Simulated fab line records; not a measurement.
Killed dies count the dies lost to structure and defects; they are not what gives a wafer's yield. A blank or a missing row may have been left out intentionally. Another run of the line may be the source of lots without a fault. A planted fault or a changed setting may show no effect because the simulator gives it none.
2 desks, one fault	flow berkeley cmos170	numbers are kept per desk, each desk with only its own; the story behind them comes last

AT THE METROLOGY DESK
Lot by lot, what the gauges showed, no matter which tool ran the lot: averages of those sampled wafers that carry a number. A lot is out of limits, marked OUT, if its mean lies more than 4 standard deviations from the usual mean; the brackets give that distance.
Columns: A = INCOMING_BOW at UCB170_START_BOW_MEAS_00, usual -1 um; B = V2_POLISHED_THK at UCB170_V2_THK_MEAS_04, usual 999.0 nm
lot	first seen here	A	B
L328	day 1 10:00	-5	999.0
L329	day 1 15:00	-0	1000.1
L331	day 2 01:01	9	999.8
L332	day 2 06:00	-9	999.6
L334	day 2 16:02	-2	1000.1
L335	day 2 21:01	6	998.9
L336	day 3 02:01	-9	998.5
L342	day 4 08:01	8	914.3 (-77) OUT
L344	day 4 18:00	-0	831.6 (-99 or more) OUT
L345	day 4 23:01	-1	998.8
L346	day 5 04:01	4	998.3
L347	day 5 09:00	-5	1000.2
L348	day 5 14:01	-7	997.8
L351	day 6 05:01	-3	999.9
Per this desk, out of limits: L342, L344; the first was L342, day 10 12:36 (V2_POLISHED_THK at UCB170_V2_THK_MEAS_04). L328, L329, L331, L332, L334, L335, L336, L345, L346, L347, L348, L351: within limits.

TOOL OWNER'S DESK, cmp-01
The tool's own readings at UCB170_V2_CMP_02 (polishes SiO2): means of the sampled wafers that have a number, for each lot that ran on this tool. A lot is out of limits, marked OUT, if its mean lies more than 4 standard deviations from the usual mean; the brackets give that distance.
Columns: A = motor current A at UCB170_V2_CMP_02, usual 15.0 A
lot	first seen here	A
L329	day 8 08:37	15.2
L334	day 9 05:39	14.1
L342	day 10 12:13	14.4
L344	day 11 04:41	14.3
This desk found nothing out of limits on any of the 4 lots.

TAKEN TOGETHER
L342, L344 would have let the metrology desk raise an alarm at day 10 12:36.
The desk of the tool owner found nothing out of limits.
The tool owner's desk has L342, L344 on record, within its limits.
UCB170_V2_CMP_02 was run on cmp-01 by each of the lots named.

WHAT HAD BEEN PUT IN BY THE SIMULATOR
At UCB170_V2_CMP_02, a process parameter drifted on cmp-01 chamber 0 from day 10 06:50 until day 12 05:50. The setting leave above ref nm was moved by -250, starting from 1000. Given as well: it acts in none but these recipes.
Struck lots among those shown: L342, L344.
Hours from the fault's start to each desk's first reading out of limits: the metrology desk, 6.
